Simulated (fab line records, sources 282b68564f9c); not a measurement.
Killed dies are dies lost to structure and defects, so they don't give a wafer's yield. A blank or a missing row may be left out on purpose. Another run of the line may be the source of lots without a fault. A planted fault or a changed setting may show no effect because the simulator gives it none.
fab line records / flow rit-cmos
[record] lots = 6 wafers = 18 last-day = 7
route steps=202 shown PWELL@43 WELLDRIVE@50 NWELL@51 NRETRO@53 M1@202
lots that met no fault: from a run of the same line without faults
start-h: the number of hours between the record's first day and the start of the first shown wafer of the lot / wait-h: hours elapsed since this lot's preceding step / " unchanged from the row above / L1.1+2: a single row standing in for several wafers / - either no value or no given start / * or withheld: withheld / < > ~ a bound
route shown NAME@n: a module of which the file shows steps, and the number in the route of the first / usual: mean/standard deviation taken from wafers without a fault / same: alike in all rows / chamber/n: place in a boat / sites: readings site by site / _std_site: the standard deviation of these / _edge_site: the outer-site mean with the inner-site mean subtracted / radius-mm: for every site, how far away it sits from the centre of the wafer / mask NAME#n: copy n / behind: the last tool/chamber to shape the wafer / hold: why the lot was held/for how many hours/how that ended / device: the n, p or np transistor that did not switch / end of line: the tests these same wafers got at the end of their route / a step given without rows: its recipe and nothing more / killed: not the wafer's yield, but the dies lost to structure and defects at the first sort / map: a wafer's dies, x killed, . not, _ none there
set.NAME: setting as actually run; set.NAME@STEP: the setting as run at that earlier step / model.NAME: the simulator's own value behind a step, which no gauge read
lots at selected steps of the route; one table per step, one row per wafer
services: a tool's chamber out of use, with start hour (start-h, from the record's first day; less than 0 if before it), hours out, and reason
[[steps]]
[step RIT_PWELL_PEB_04]
[recipe] resist = NOVOLAK temp-c = withheld time-s = withheld
[step RIT_PWELL_DEVELOP_05]
[recipe] resist = NOVOLAK develop-time-s = 68 dev-temp-c = 23
[step RIT_PWELL_OVL_MEAS_06]
[usual] PWELL_OVL = 0.6/1.4
lot.wafer=L789.1 tool=overlay-01 chamber=- start-h=37.03 wait-h=- PWELL_OVL[nm]=-0.8
lot.wafer=L789.2 tool=overlay-01 chamber=- start-h=37.03 wait-h=- PWELL_OVL[nm]=0.9
lot.wafer=L789.3 tool=overlay-01 chamber=- start-h=37.03 wait-h=- PWELL_OVL[nm]=1.0
lot.wafer=L799.1 tool=overlay-02 chamber=- start-h=83.70 wait-h=- PWELL_OVL[nm]=2.0
lot.wafer=L799.3 tool=overlay-02 chamber=- start-h=83.70 wait-h=- PWELL_OVL[nm]=1.3
lot.wafer=L799.4 tool=overlay-02 chamber=- start-h=83.70 wait-h=- PWELL_OVL[nm]=2.1
lot.wafer=L801.3 tool=overlay-02 chamber=- start-h=93.98 wait-h=- PWELL_OVL[nm]=1.7
lot.wafer=L801.4 tool=overlay-02 chamber=- start-h=93.98 wait-h=- PWELL_OVL[nm]=0.3
lot.wafer=L801.6 tool=overlay-02 chamber=- start-h=93.98 wait-h=- PWELL_OVL[nm]=-0.5
lot.wafer=L803.2 tool=overlay-01 chamber=- start-h=104.59 wait-h=- PWELL_OVL[nm]=-0.4
lot.wafer=L803.5 tool=overlay-01 chamber=- start-h=104.59 wait-h=- PWELL_OVL[nm]=1.1
lot.wafer=L803.6 tool=overlay-01 chamber=- start-h=104.59 wait-h=- PWELL_OVL[nm]=1.8
lot.wafer=L805.1 tool=overlay-02 chamber=- start-h=113.37 wait-h=- PWELL_OVL[nm]=0.3
lot.wafer=L805.3 tool=overlay-02 chamber=- start-h=113.37 wait-h=- PWELL_OVL[nm]=-1.1
lot.wafer=L805.4 tool=overlay-02 chamber=- start-h=113.37 wait-h=- PWELL_OVL[nm]=0.0
lot.wafer=L807.2 tool=overlay-02 chamber=- start-h=124.12 wait-h=- PWELL_OVL[nm]=0.6
lot.wafer=L807.4 tool=overlay-02 chamber=- start-h=124.12 wait-h=- PWELL_OVL[nm]=0.3
lot.wafer=L807.6 tool=overlay-02 chamber=- start-h=124.12 wait-h=- PWELL_OVL[nm]=0.7
[step RIT_PWELL_HARDBAKE_07]
[recipe] resist = NOVOLAK temp-c = 140 time-s = 120
[step RIT_PWELL_IMPLANT_08]
[recipe] species = B energy-kev = 170 dose-cm2 = 7e+13 tilt-deg = 7.281
[step RIT_PWELL_STRIP_09]
[recipe] chemistry = O2 time-s = 180 resist = NOVOLAK platen-temp-c = withheld power-w = 500 pressure-mtorr = 4000 o2-flow-sccm = 4000
[usual] drypump-motor-current-A = 5.8/0.34
lot.wafer=L789.1 tool=plasma-asher-03 chamber=0 start-h=37.47 wait-h=0.1 drypump-motor-current-A=5.9 rf-hours-counter-h=39
lot.wafer=L789.2 tool=plasma-asher-03 chamber=1 start-h=37.47 wait-h=0.1 drypump-motor-current-A=6.1 rf-hours-counter-h=39
lot.wafer=L789.3 tool=plasma-asher-03 chamber=0 start-h=37.47 wait-h=0.1 drypump-motor-current-A=5.9 rf-hours-counter-h=-
lot.wafer=L799.1 tool=plasma-asher-01 chamber=1 start-h=84.13 wait-h=0.1 drypump-motor-current-A=6.0 rf-hours-counter-h=45
lot.wafer=L799.3 tool=plasma-asher-01 chamber=1 start-h=84.13 wait-h=0.1 drypump-motor-current-A=6.0 rf-hours-counter-h=-
lot.wafer=L799.4 tool=plasma-asher-01 chamber=0 start-h=84.13 wait-h=0.1 drypump-motor-current-A=5.2 rf-hours-counter-h=-
lot.wafer=L801.3 tool=plasma-asher-03 chamber=1 start-h=94.47 wait-h=0.1 drypump-motor-current-A=6.2 rf-hours-counter-h=-
lot.wafer=L801.4 tool=plasma-asher-03 chamber=0 start-h=94.47 wait-h=0.1 drypump-motor-current-A=5.9 rf-hours-counter-h=-
lot.wafer=L801.6 tool=plasma-asher-03 chamber=1 start-h=94.47 wait-h=0.1 drypump-motor-current-A=6.2 rf-hours-counter-h=-
lot.wafer=L803.2 tool=plasma-asher-01 chamber=0 start-h=105.02 wait-h=0.1 drypump-motor-current-A=5.2 rf-hours-counter-h=47
lot.wafer=L803.5 tool=plasma-asher-01 chamber=0 start-h=105.02 wait-h=0.1 drypump-motor-current-A=5.2 rf-hours-counter-h=-
lot.wafer=L803.6 tool=plasma-asher-01 chamber=1 start-h=105.02 wait-h=0.1 drypump-motor-current-A=6.0 rf-hours-counter-h=-
lot.wafer=L805.1 tool=plasma-asher-01 chamber=1 start-h=113.81 wait-h=0.1 drypump-motor-current-A=6.0 rf-hours-counter-h=48
lot.wafer=L805.3 tool=plasma-asher-01 chamber=0 start-h=113.81 wait-h=0.1 drypump-motor-current-A=5.2 rf-hours-counter-h=-
lot.wafer=L805.4 tool=plasma-asher-01 chamber=1 start-h=113.81 wait-h=0.1 drypump-motor-current-A=6.0 rf-hours-counter-h=-
lot.wafer=L807.2 tool=plasma-asher-01 chamber=0 start-h=124.55 wait-h=0.1 drypump-motor-current-A=5.2 rf-hours-counter-h=50
lot.wafer=L807.4 tool=plasma-asher-01 chamber=0 start-h=124.55 wait-h=0.1 drypump-motor-current-A=5.2 rf-hours-counter-h=-
lot.wafer=L807.6 tool=plasma-asher-01 chamber=0 start-h=124.55 wait-h=0.1 drypump-motor-current-A=5.2 rf-hours-counter-h=-
[step RIT_PWELL_TW_MEAS_10]
[usual] PWELL_TW = 961/6.2
lot.wafer=L789.1 tool=film-metro-04 chamber=- start-h=37.64 wait-h=0.1 PWELL_TW=953
lot.wafer=L789.2 tool=film-metro-04 chamber=- start-h=37.64 wait-h=0.1 PWELL_TW=958
lot.wafer=L789.3 tool=film-metro-04 chamber=- start-h=37.64 wait-h=0.1 PWELL_TW=953
lot.wafer=L799.1 tool=film-metro-01 chamber=- start-h=84.31 wait-h=0.1 PWELL_TW=955
lot.wafer=L799.3 tool=film-metro-01 chamber=- start-h=84.31 wait-h=0.1 PWELL_TW=958
lot.wafer=L799.4 tool=film-metro-01 chamber=- start-h=84.31 wait-h=0.1 PWELL_TW=957
lot.wafer=L801.3 tool=film-metro-03 chamber=- start-h=94.60 wait-h=0.1 PWELL_TW=973
lot.wafer=L801.4 tool=film-metro-03 chamber=- start-h=94.60 wait-h=0.1 PWELL_TW=971
lot.wafer=L801.6 tool=film-metro-03 chamber=- start-h=94.60 wait-h=0.1 PWELL_TW=970
lot.wafer=L803.2 tool=film-metro-04 chamber=- start-h=105.21 wait-h=0.1 PWELL_TW=956
lot.wafer=L803.5 tool=film-metro-04 chamber=- start-h=105.21 wait-h=0.1 PWELL_TW=955
lot.wafer=L803.6 tool=film-metro-04 chamber=- start-h=105.21 wait-h=0.1 PWELL_TW=955
lot.wafer=L805.1 tool=film-metro-03 chamber=- start-h=113.98 wait-h=0.1 PWELL_TW=963
lot.wafer=L805.3 tool=film-metro-03 chamber=- start-h=113.98 wait-h=0.1 PWELL_TW=964
lot.wafer=L805.4 tool=film-metro-03 chamber=- start-h=113.98 wait-h=0.1 PWELL_TW=963
lot.wafer=L807.2 tool=film-metro-01 chamber=- start-h=124.74 wait-h=0.1 PWELL_TW=959
lot.wafer=L807.4 tool=film-metro-01 chamber=- start-h=124.74 wait-h=0.1 PWELL_TW=960
lot.wafer=L807.6 tool=film-metro-01 chamber=- start-h=124.74 wait-h=0.1 PWELL_TW=958
[step RIT_WELLDRIVE_ANNEAL_00]
[recipe] temp-c = 1100 time-s = 14700 ambient = N2
[step RIT_WELLDRIVE_RS_MEAS_01]
[recipe] thk-meas-gauge = four-point-probe
[usual] NWELL_RS = 276.0/0.67
lot.wafer=L789.1 tool=film-metro-04 chamber=- start-h=42.79 wait-h=0.0 NWELL_RS[ohm/sq]=275.8
lot.wafer=L789.2 tool=film-metro-04 chamber=- start-h=42.79 wait-h=0.0 NWELL_RS[ohm/sq]=275.5
lot.wafer=L789.3 tool=film-metro-04 chamber=- start-h=42.79 wait-h=0.0 NWELL_RS[ohm/sq]=275.6
lot.wafer=L799.1 tool=film-metro-04 chamber=- start-h=89.45 wait-h=0.0 NWELL_RS[ohm/sq]=277.5
lot.wafer=L799.3 tool=film-metro-04 chamber=- start-h=89.45 wait-h=0.0 NWELL_RS[ohm/sq]=277.5
lot.wafer=L799.4 tool=film-metro-04 chamber=- start-h=89.45 wait-h=0.0 NWELL_RS[ohm/sq]=277.2
lot.wafer=L801.3 tool=film-metro-01 chamber=- start-h=101.17 wait-h=0.0 NWELL_RS[ohm/sq]=276.1
lot.wafer=L801.4 tool=film-metro-01 chamber=- start-h=101.17 wait-h=0.0 NWELL_RS[ohm/sq]=276.9
lot.wafer=L801.6 tool=film-metro-01 chamber=- start-h=101.17 wait-h=0.0 NWELL_RS[ohm/sq]=276.7
lot.wafer=L803.2 tool=film-metro-03 chamber=- start-h=111.31 wait-h=0.0 NWELL_RS[ohm/sq]=275.1
lot.wafer=L803.5 tool=film-metro-03 chamber=- start-h=111.31 wait-h=0.0 NWELL_RS[ohm/sq]=275.7
lot.wafer=L803.6 tool=film-metro-03 chamber=- start-h=111.31 wait-h=0.0 NWELL_RS[ohm/sq]=277.1
lot.wafer=L805.1 tool=film-metro-03 chamber=- start-h=119.12 wait-h=0.0 NWELL_RS[ohm/sq]=276.2
lot.wafer=L805.3 tool=film-metro-03 chamber=- start-h=119.12 wait-h=0.0 NWELL_RS[ohm/sq]=276.8
lot.wafer=L805.4 tool=film-metro-03 chamber=- start-h=119.12 wait-h=0.0 NWELL_RS[ohm/sq]=276.7
lot.wafer=L807.2 tool=film-metro-04 chamber=- start-h=130.62 wait-h=0.0 NWELL_RS[ohm/sq]=275.2
lot.wafer=L807.4 tool=film-metro-04 chamber=- start-h=130.62 wait-h=0.0 NWELL_RS[ohm/sq]=275.5
lot.wafer=L807.6 tool=film-metro-04 chamber=- start-h=130.62 wait-h=0.0 NWELL_RS[ohm/sq]=275.9
[step RIT_WELLDRIVE_RS_MEAS_02]
[recipe] thk-meas-gauge = four-point-probe
[usual] PWELL_RS = 429.9/1.3
lot.wafer=L789.1 tool=film-metro-04 chamber=- start-h=42.91 wait-h=0.1 PWELL_RS[ohm/sq]=430.4
lot.wafer=L789.2 tool=film-metro-04 chamber=- start-h=42.91 wait-h=0.1 PWELL_RS[ohm/sq]=428.2
lot.wafer=L789.3 tool=film-metro-04 chamber=- start-h=42.91 wait-h=0.1 PWELL_RS[ohm/sq]=429.7
lot.wafer=L799.1 tool=film-metro-04 chamber=- start-h=89.57 wait-h=0.1 PWELL_RS[ohm/sq]=431.6
lot.wafer=L799.3 tool=film-metro-04 chamber=- start-h=89.57 wait-h=0.1 PWELL_RS[ohm/sq]=430.4
lot.wafer=L799.4 tool=film-metro-04 chamber=- start-h=89.57 wait-h=0.1 PWELL_RS[ohm/sq]=429.1
lot.wafer=L801.3 tool=film-metro-01 chamber=- start-h=101.29 wait-h=0.1 PWELL_RS[ohm/sq]=427.2
lot.wafer=L801.4 tool=film-metro-01 chamber=- start-h=101.29 wait-h=0.1 PWELL_RS[ohm/sq]=427.4
lot.wafer=L801.6 tool=film-metro-01 chamber=- start-h=101.29 wait-h=0.1 PWELL_RS[ohm/sq]=427.7
lot.wafer=L803.2 tool=film-metro-03 chamber=- start-h=111.43 wait-h=0.1 PWELL_RS[ohm/sq]=428.3
lot.wafer=L803.5 tool=film-metro-03 chamber=- start-h=111.43 wait-h=0.1 PWELL_RS[ohm/sq]=428.1
lot.wafer=L803.6 tool=film-metro-03 chamber=- start-h=111.43 wait-h=0.1 PWELL_RS[ohm/sq]=428.9
lot.wafer=L805.1 tool=film-metro-03 chamber=- start-h=119.24 wait-h=0.1 PWELL_RS[ohm/sq]=429.3
lot.wafer=L805.3 tool=film-metro-03 chamber=- start-h=119.24 wait-h=0.1 PWELL_RS[ohm/sq]=430.6
lot.wafer=L805.4 tool=film-metro-03 chamber=- start-h=119.24 wait-h=0.1 PWELL_RS[ohm/sq]=430.2
lot.wafer=L807.2 tool=film-metro-04 chamber=- start-h=130.74 wait-h=0.1 PWELL_RS[ohm/sq]=430.0
lot.wafer=L807.4 tool=film-metro-04 chamber=- start-h=130.74 wait-h=0.1 PWELL_RS[ohm/sq]=431.1
lot.wafer=L807.6 tool=film-metro-04 chamber=- start-h=130.74 wait-h=0.1 PWELL_RS[ohm/sq]=432.4
[step RIT_NRETRO_HMDS_00]
[recipe] prime-time-s = 60 prime-temp-c = 140
[step RIT_NRETRO_COAT_01]
[recipe] resist = NOVOLAK spin-rpm = 2000 resist-thk-nm = 1300
[step RIT_NRETRO_SOFTBAKE_02]
[recipe] resist = NOVOLAK temp-c = 90 time-s = 60
[usual] heater-power-total-W = 34.57/0.052 plate-temp-C = 90.01/0.13
lot.wafer=L789.1 tool=litho-track-04 chamber=0 start-h=43.33 wait-h=0.1 heater-power-total-W=34.54 plate-temp-C=89.87
lot.wafer=L789.2 tool=litho-track-04 chamber=0 start-h=43.33 wait-h=0.1 heater-power-total-W=34.60 plate-temp-C=89.81
lot.wafer=L789.3 tool=litho-track-04 chamber=0 start-h=43.33 wait-h=0.1 heater-power-total-W=34.57 plate-temp-C=90.24
lot.wafer=L799.1 tool=litho-track-02 chamber=0 start-h=89.99 wait-h=0.1 heater-power-total-W=34.62 plate-temp-C=90.07
lot.wafer=L799.3 tool=litho-track-02 chamber=0 start-h=89.99 wait-h=0.1 heater-power-total-W=34.65 plate-temp-C=89.95
lot.wafer=L799.4 tool=litho-track-02 chamber=0 start-h=89.99 wait-h=0.1 heater-power-total-W=34.60 plate-temp-C=89.96
lot.wafer=L801.3 tool=litho-track-03 chamber=0 start-h=101.82 wait-h=0.1 heater-power-total-W=34.61 plate-temp-C=89.53
lot.wafer=L801.4 tool=litho-track-03 chamber=0 start-h=101.82 wait-h=0.1 heater-power-total-W=34.60 plate-temp-C=89.78
lot.wafer=L801.6 tool=litho-track-03 chamber=0 start-h=101.82 wait-h=0.1 heater-power-total-W=34.52 plate-temp-C=89.90
lot.wafer=L803.2 tool=litho-track-04 chamber=0 start-h=111.86 wait-h=0.1 heater-power-total-W=34.63 plate-temp-C=89.83
lot.wafer=L803.5 tool=litho-track-04 chamber=0 start-h=111.86 wait-h=0.1 heater-power-total-W=34.47 plate-temp-C=89.89
lot.wafer=L803.6 tool=litho-track-04 chamber=0 start-h=111.86 wait-h=0.1 heater-power-total-W=34.57 plate-temp-C=90.08
lot.wafer=L805.1 tool=litho-track-04 chamber=0 start-h=119.66 wait-h=0.1 heater-power-total-W=32.35 plate-temp-C=85.96
lot.wafer=L805.3 tool=litho-track-04 chamber=0 start-h=119.66 wait-h=0.1 heater-power-total-W=32.42 plate-temp-C=85.85
lot.wafer=L805.4 tool=litho-track-04 chamber=0 start-h=119.66 wait-h=0.1 heater-power-total-W=32.30 plate-temp-C=85.93
lot.wafer=L807.2 tool=litho-track-04 chamber=0 start-h=131.17 wait-h=0.1 heater-power-total-W=32.30 plate-temp-C=86.01
lot.wafer=L807.4 tool=litho-track-04 chamber=0 start-h=131.17 wait-h=0.1 heater-power-total-W=32.46 plate-temp-C=85.96
lot.wafer=L807.6 tool=litho-track-04 chamber=0 start-h=131.17 wait-h=0.1 heater-power-total-W=32.36 plate-temp-C=86.04
[step RIT_NRETRO_EXPOSE_03]
[recipe] mask-id = M4 na = 0.57 target-cd-nm = 43900 dose-mj = 250
[step RIT_NRETRO_PEB_04]
[recipe] resist = NOVOLAK temp-c = withheld time-s = withheld
[step RIT_NRETRO_DEVELOP_05]
[recipe] resist = NOVOLAK develop-time-s = 68 dev-temp-c = 23
lot.wafer=L789.1 tool=litho-track-04 chamber=0 start-h=- wait-h=- model.NOVOLAK_of_NRETRO_COAT_01.thk-nm=1303
lot.wafer=L789.2 tool=litho-track-04 chamber=0 start-h=- wait-h=- model.NOVOLAK_of_NRETRO_COAT_01.thk-nm=1305
lot.wafer=L789.3 tool=litho-track-04 chamber=0 start-h=- wait-h=- model.NOVOLAK_of_NRETRO_COAT_01.thk-nm=1304
lot.wafer=L799.1 tool=litho-track-03 chamber=0 start-h=- wait-h=- model.NOVOLAK_of_NRETRO_COAT_01.thk-nm=1307
lot.wafer=L799.3 tool=litho-track-03 chamber=0 start-h=- wait-h=- model.NOVOLAK_of_NRETRO_COAT_01.thk-nm=1305
lot.wafer=L799.4 tool=litho-track-03 chamber=0 start-h=- wait-h=- model.NOVOLAK_of_NRETRO_COAT_01.thk-nm=1308
lot.wafer=L801.3 tool=litho-track-03 chamber=0 start-h=- wait-h=- model.NOVOLAK_of_NRETRO_COAT_01.thk-nm=1300
lot.wafer=L801.4 tool=litho-track-03 chamber=0 start-h=- wait-h=- model.NOVOLAK_of_NRETRO_COAT_01.thk-nm=1304
lot.wafer=L801.6 tool=litho-track-03 chamber=0 start-h=- wait-h=- model.NOVOLAK_of_NRETRO_COAT_01.thk-nm=1303
lot.wafer=L803.2 tool=litho-track-04 chamber=0 start-h=- wait-h=- model.NOVOLAK_of_NRETRO_COAT_01.thk-nm=1303
lot.wafer=L803.5 tool=litho-track-04 chamber=0 start-h=- wait-h=- model.NOVOLAK_of_NRETRO_COAT_01.thk-nm=1300
lot.wafer=L803.6 tool=litho-track-04 chamber=0 start-h=- wait-h=- model.NOVOLAK_of_NRETRO_COAT_01.thk-nm=1294
lot.wafer=L805.1 tool=litho-track-04 chamber=0 start-h=- wait-h=- model.NOVOLAK_of_NRETRO_COAT_01.thk-nm=1313
lot.wafer=L805.3 tool=litho-track-04 chamber=0 start-h=- wait-h=- model.NOVOLAK_of_NRETRO_COAT_01.thk-nm=1314
lot.wafer=L805.4 tool=litho-track-04 chamber=0 start-h=- wait-h=- model.NOVOLAK_of_NRETRO_COAT_01.thk-nm=1318
lot.wafer=L807.2 tool=litho-track-04 chamber=0 start-h=- wait-h=- model.NOVOLAK_of_NRETRO_COAT_01.thk-nm=1319
lot.wafer=L807.4 tool=litho-track-04 chamber=0 start-h=- wait-h=- model.NOVOLAK_of_NRETRO_COAT_01.thk-nm=1320
lot.wafer=L807.6 tool=litho-track-04 chamber=0 start-h=- wait-h=- model.NOVOLAK_of_NRETRO_COAT_01.thk-nm=1314
[step RIT_NRETRO_OVL_MEAS_06]
[usual] NRETRO_OVL = 0.1/1.5
lot.wafer=L789.1 tool=overlay-01 chamber=- start-h=43.91 wait-h=- NRETRO_OVL[nm]=0.6
lot.wafer=L789.2 tool=overlay-01 chamber=- start-h=43.91 wait-h=- NRETRO_OVL[nm]=2.0
lot.wafer=L789.3 tool=overlay-01 chamber=- start-h=43.91 wait-h=- NRETRO_OVL[nm]=0.0
lot.wafer=L799.1 tool=overlay-01 chamber=- start-h=90.57 wait-h=- NRETRO_OVL[nm]=-0.9
lot.wafer=L799.3 tool=overlay-01 chamber=- start-h=90.57 wait-h=- NRETRO_OVL[nm]=-1.5
lot.wafer=L799.4 tool=overlay-01 chamber=- start-h=90.57 wait-h=- NRETRO_OVL[nm]=-1.1
lot.wafer=L801.3 tool=overlay-02 chamber=- start-h=102.65 wait-h=- NRETRO_OVL[nm]=1.3
lot.wafer=L801.4 tool=overlay-02 chamber=- start-h=102.65 wait-h=- NRETRO_OVL[nm]=1.8
lot.wafer=L801.6 tool=overlay-02 chamber=- start-h=102.65 wait-h=- NRETRO_OVL[nm]=0.5
lot.wafer=L803.2 tool=overlay-01 chamber=- start-h=112.54 wait-h=- NRETRO_OVL[nm]=1.0
lot.wafer=L803.5 tool=overlay-01 chamber=- start-h=112.54 wait-h=- NRETRO_OVL[nm]=1.4
lot.wafer=L803.6 tool=overlay-01 chamber=- start-h=112.54 wait-h=- NRETRO_OVL[nm]=3.5
lot.wafer=L805.1 tool=overlay-02 chamber=- start-h=120.51 wait-h=- NRETRO_OVL[nm]=-0.3
lot.wafer=L805.3 tool=overlay-02 chamber=- start-h=120.51 wait-h=- NRETRO_OVL[nm]=0.5
lot.wafer=L805.4 tool=overlay-02 chamber=- start-h=120.51 wait-h=- NRETRO_OVL[nm]=-0.6
lot.wafer=L807.2 tool=overlay-01 chamber=- start-h=131.73 wait-h=- NRETRO_OVL[nm]=1.8
lot.wafer=L807.4 tool=overlay-01 chamber=- start-h=131.73 wait-h=- NRETRO_OVL[nm]=2.3
lot.wafer=L807.6 tool=overlay-01 chamber=- start-h=131.73 wait-h=- NRETRO_OVL[nm]=0.8
[step RIT_M1_PROBE_99]
[usual] killed-at-contacts = 0.0/0.22 killed-at-front-end = 7/3.2 killed-dies = 8/3.2 killed-on-rim = 1.9/1.4 killed-open = 3.7/2.1 killed-short = 3.8/2.2
[same] gross-dies = 264 killed_at_M0_to_M3 = 0 killed_at_M4_up = 0 killed-at-back-side = 0 killed-at-other = 0
lot.wafer=L789.1 tool=prober-01 chamber=- start-h=76.98 wait-h=0.1 killed-at-contacts=0 killed-at-front-end=10 killed-dies=10 killed-on-rim=2 killed-open=3 killed-short=7
lot.wafer=L789.2 tool=prober-01 chamber=- start-h=77.03 wait-h=0.1 killed-at-contacts=1 killed-at-front-end=18 killed-dies=19 killed-on-rim=5 killed-open=7 killed-short=12
lot.wafer=L789.3 tool=prober-01 chamber=- start-h=77.08 wait-h=0.2 killed-at-contacts=0 killed-at-front-end=7 killed-dies=7 killed-on-rim=2 killed-open=4 killed-short=3
lot.wafer=L799.1 tool=prober-01 chamber=- start-h=123.01 wait-h=0.1 killed-at-contacts=0 killed-at-front-end=12 killed-dies=12 killed-on-rim=4 killed-open=5 killed-short=7
lot.wafer=L799.3 tool=prober-01 chamber=- start-h=123.11 wait-h=0.2 killed-at-contacts=0 killed-at-front-end=5 killed-dies=5 killed-on-rim=2 killed-open=2 killed-short=3
lot.wafer=L799.4 tool=prober-01 chamber=- start-h=123.16 wait-h=0.2 killed-at-contacts=0 killed-at-front-end=4 killed-dies=4 killed-on-rim=2 killed-open=2 killed-short=2
lot.wafer=L801.3 tool=prober-01 chamber=- start-h=132.52 wait-h=0.2 killed-at-contacts=0 killed-at-front-end=5 killed-dies=5 killed-on-rim=2 killed-open=1 killed-short=4
lot.wafer=L801.4 tool=prober-01 chamber=- start-h=132.57 wait-h=0.2 killed-at-contacts=0 killed-at-front-end=12 killed-dies=12 killed-on-rim=1 killed-open=2 killed-short=10
lot.wafer=L801.6 tool=prober-01 chamber=- start-h=132.67 wait-h=0.2 killed-at-contacts=0 killed-at-front-end=5 killed-dies=5 killed-on-rim=1 killed-open=5 killed-short=0
lot.wafer=L803.2 tool=prober-01 chamber=- start-h=142.26 wait-h=0.1 killed-at-contacts=0 killed-at-front-end=9 killed-dies=9 killed-on-rim=1 killed-open=6 killed-short=3
lot.wafer=L803.5 tool=prober-01 chamber=- start-h=142.41 wait-h=0.2 killed-at-contacts=0 killed-at-front-end=11 killed-dies=11 killed-on-rim=3 killed-open=6 killed-short=5
lot.wafer=L803.6 tool=prober-01 chamber=- start-h=142.46 wait-h=0.2 killed-at-contacts=0 killed-at-front-end=9 killed-dies=9 killed-on-rim=1 killed-open=6 killed-short=3
lot.wafer=L805.1 tool=prober-01 chamber=- start-h=153.19 wait-h=0.1 killed-at-contacts=0 killed-at-front-end=4 killed-dies=4 killed-on-rim=1 killed-open=3 killed-short=1
lot.wafer=L805.3 tool=prober-01 chamber=- start-h=153.29 wait-h=0.2 killed-at-contacts=0 killed-at-front-end=5 killed-dies=5 killed-on-rim=0 killed-open=0 killed-short=5
lot.wafer=L805.4 tool=prober-01 chamber=- start-h=153.34 wait-h=0.2 killed-at-contacts=0 killed-at-front-end=7 killed-dies=7 killed-on-rim=0 killed-open=6 killed-short=1
lot.wafer=L807.2 tool=prober-01 chamber=- start-h=161.08 wait-h=0.1 killed-at-contacts=0 killed-at-front-end=3 killed-dies=3 killed-on-rim=0 killed-open=2 killed-short=1
lot.wafer=L807.4 tool=prober-01 chamber=- start-h=161.18 wait-h=0.2 killed-at-contacts=1 killed-at-front-end=1 killed-dies=2 killed-on-rim=0 killed-open=2 killed-short=0
lot.wafer=L807.6 tool=prober-01 chamber=- start-h=161.28 wait-h=0.2 killed-at-contacts=0 killed-at-front-end=3 killed-dies=3 killed-on-rim=0 killed-open=1 killed-short=2
// killed by level:class
L789.1 GATE:geometric-particle:short=4 SILICIDE:geometric-particle:short=2 GATE:geometric-particle:open=1 REOX:geometric-particle:open=1 SPACER:geometric-particle:short=1 SILICIDE:geometric-particle:open=1
L789.2 SPACER:geometric-particle:short=6 SPACER:geometric-particle:open=4 GATE:geometric-particle:short=3 FOX1:geometric-particle:open=2 FOX1:geometric-particle:short=1 SILICIDE:geometric-particle:short=1 SILICIDE:geometric-particle:open=1 CONTACT:geometric-particle:short=1
L789.3 GATE:geometric-particle:open=2 SPACER:geometric-particle:short=2 REOX:geometric-particle:short=1 REOX:geometric-particle:open=1 SPACER:geometric-particle:open=1
L799.1 GATE:geometric-particle:open=3 REOX:geometric-particle:short=3 GATE:geometric-particle:short=2 FOX1:geometric-particle:short=1 FOX1:geometric-particle:open=1 FOX2:geometric-particle:open=1 SPACER:geometric-particle:short=1
L799.3 FOX1:geometric-particle:short=1 GATE:geometric-particle:open=1 REOX:geometric-particle:short=1 SILICIDE:geometric-particle:open=1 SILICIDE:geometric-particle:short=1
L799.4 FOX2:geometric-particle:short=1 FOX2:geometric-particle:open=1 GATE:geometric-particle:short=1 REOX:geometric-particle:open=1
L801.3 REOX:geometric-particle:short=3 SPACER:geometric-particle:short=1 SILICIDE:geometric-particle:open=1
L801.4 GATE:geometric-particle:short=3 REOX:geometric-particle:short=2 SPACER:geometric-particle:short=2 SPACER:geometric-particle:open=2 ACTIVE:geometric-particle:short=1 FOX2:geometric-particle:short=1 SILICIDE:geometric-particle:short=1
L801.6 REOX:geometric-particle:open=3 GATE:geometric-particle:open=1 SPACER:geometric-particle:open=1
L803.2 GATE:geometric-particle:open=3 GATE:geometric-particle:short=2 SILICIDE:geometric-particle:open=2 FOX2:geometric-particle:open=1 SPACER:geometric-particle:short=1
L803.5 FOX2:geometric-particle:short=3 SPACER:geometric-particle:open=3 SPACER:geometric-particle:short=2 SILICIDE:geometric-particle:open=2 GATE:geometric-particle:open=1
L803.6 GATE:geometric-particle:open=5 REOX:geometric-particle:short=2 GATE:geometric-particle:short=1 SPACER:geometric-particle:open=1
L805.1 GATE:geometric-particle:open=1 REOX:geometric-particle:open=1 REOX:geometric-particle:short=1 SPACER:geometric-particle:open=1
L805.3 GATE:geometric-particle:short=4 SPACER:geometric-particle:short=1
L805.4 GATE:geometric-particle:open=3 FOX1:geometric-particle:open=2 REOX:geometric-particle:short=1 REOX:geometric-particle:open=1
L807.2 FOX1:geometric-particle:open=1 GATE:geometric-particle:open=1 SILICIDE:geometric-particle:short=1
L807.4 FOX1:geometric-particle:open=1 CONTACT:geometric-particle:open=1
L807.6 SILICIDE:geometric-particle:short=2 FOX1:geometric-particle:open=1
[[services]]
tool=plasma-asher-01 chamber=- start-h=54.90 hours=3.0 kind=repair
tool=plasma-asher-03 chamber=- start-h=108.75 hours=9.0 kind=pm
tool=plasma-asher-03 chamber=0 start-h=108.75 hours=9.0 kind=vent-cycle
tool=plasma-asher-03 chamber=1 start-h=108.75 hours=9.0 kind=vent-cycle
tool=plasma-asher-03 chamber=0 start-h=117.75 hours=- kind=clean
tool=plasma-asher-03 chamber=1 start-h=117.75 hours=- kind=clean
[[key]]
[first-sign] step = RIT_NRETRO_SOFTBAKE_02 reading = heater-power-total-W direction = down sigmas = 43 usual = 34.57 struck = 32.36
[effect] step = RIT_NRETRO_SOFTBAKE_02 reading = plate-temp-C direction = down sigmas = 31 usual = * struck = *
[model-effect] step = RIT_NRETRO_DEVELOP_05 value = NOVOLAK_of_NRETRO_COAT_01.thk-nm without = 1302 struck = 1316
met-at RIT_NRETRO_SOFTBAKE_02
struck-wafers L805.1,L805.3,L805.4,L807.2,L807.4,L807.6
tester-left-out L805,L807
onset-between 111.86 119.66
[fault] kind = process-parameter-drift tool = litho-track-04 chamber = - onset-h = 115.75 steps = RIT_NRETRO_SOFTBAKE_02 channel = temp-c offset = * shape = step end-h = 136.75 acts-in = * stated = *
// tester-left-out: of these lots the tester's yield and bins aren't shown, on N5 and GAA mostly nor the transistor test; their killed dies are dies lost to structure and defects alone, not to doping, threshold or leakage, so they don't give the yield
